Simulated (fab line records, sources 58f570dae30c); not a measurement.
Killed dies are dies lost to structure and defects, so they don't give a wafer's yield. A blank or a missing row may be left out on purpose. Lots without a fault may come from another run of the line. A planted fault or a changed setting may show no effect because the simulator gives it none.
One fault seen from 2 desks | flow berkeley_cmos170 | each desk has only its own numbers; what lay behind them comes last

THE METROLOGY DESK
What the gauges read, lot by lot, whatever tool the lot ran on: means of the sampled wafers that have a number. A lot is out of limits, marked OUT, if its mean lies more than 4 standard deviations from the usual mean; the brackets give that distance.
Columns: A = NLDD_RS at UCB170_SDANNEAL_RS_MEAS_05, usual 616.5 ohm/sq
lot  | first seen here | A
L356 | day 6 14:47     | 615.5
L357 | day 6 14:47     | 617.4
L359 | day 7 07:05     | 617.4
L358 | day 7 07:19     | 616.3
L360 | day 7 21:05     | 617.7
L361 | day 7 21:05     | 617.5
L362 | day 8 08:23     | 616.1
L365 | day 8 20:31     | 617.2
L364 | day 8 21:02     | 615.2
L368 | day 9 13:57     | 641.0 (+18) OUT
L370 | day 10 03:54    | 642.3 (+18) OUT
L372 | day 10 06:00    | 644.2 (+20) OUT
L376 | day 11 01:02    | 615.4
L378 | day 11 08:29    | 614.8
L379 | day 11 09:26    | 618.8
This desk's finding: out of limits on L368, L370, L372; first on L368, day 9 13:57 (NLDD_RS at UCB170_SDANNEAL_RS_MEAS_05). In limits: L356, L357, L359, L358, L360, L361, L362, L365, L364, L376, L378, L379.

THE TOOL OWNER'S DESK: implanter-03
The tool's own readings at UCB170_NLDD_IMPLANT_09: means of the sampled wafers that have a number, for each lot that ran on this tool. A lot is out of limits, marked OUT, if its mean lies more than 4 standard deviations from the usual mean; the brackets give that distance.
Columns: A = beam_energy_keV at UCB170_NLDD_IMPLANT_09, usual 30.001; B = dose_ions_cm2 at UCB170_NLDD_IMPLANT_09, usual 5e+13; C = end_station_pressure_torr at UCB170_NLDD_IMPLANT_09, usual 5.16e-06 Torr; D = faraday_current_uA at UCB170_NLDD_IMPLANT_09, usual 158.6
lot  | first seen here | A      | B               | C        | D
L356 | day 6 03:46     | 29.997 | 5e+13           | 4.97e-06 | 158.4
L361 | day 7 07:58     | 30.004 | 5e+13           | 5.17e-06 | 157.7
L362 | day 7 21:32     | 29.995 | 5e+13           | 5.05e-06 | 162.0
L365 | day 8 06:25     | 30.005 | 5e+13           | 5.16e-06 | 159.7
L368 | day 9 02:16     | 29.994 | 4e+13 (-93) OUT | 5.12e-06 | 137.1 (-7.2) OUT
L370 | day 9 19:05     | 29.986 | 4e+13 (-93) OUT | 5.28e-06 | 137.1 (-7.2) OUT
L372 | day 9 20:55     | 30.006 | 4e+13 (-93) OUT | 5.11e-06 | 140.6 (-6.0) OUT
This desk's finding: out of limits on L368, L370, L372; first on L368, day 9 02:16 (dose_ions_cm2 at UCB170_NLDD_IMPLANT_09). In limits: L356, L361, L362, L365.

PUT TOGETHER
The tool owner's desk could have raised an alarm at day 9 02:16, on L368, L370, L372.
The metrology desk could have raised an alarm at day 9 13:57, on L368, L370, L372.
Of the lots named, all ran UCB170_NLDD_IMPLANT_09 on implanter-03.

WHAT THE SIMULATOR HAD PUT IN
Process parameter drift: implanter-03, from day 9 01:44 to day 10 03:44, at UCB170_NLDD_IMPLANT_09. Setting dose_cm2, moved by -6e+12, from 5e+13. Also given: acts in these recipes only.
Lots struck among those shown: L368, L370, L372.
Hours from the fault's start to each desk's first reading out of limits: the tool owner's desk, 1; the metrology desk, 12.
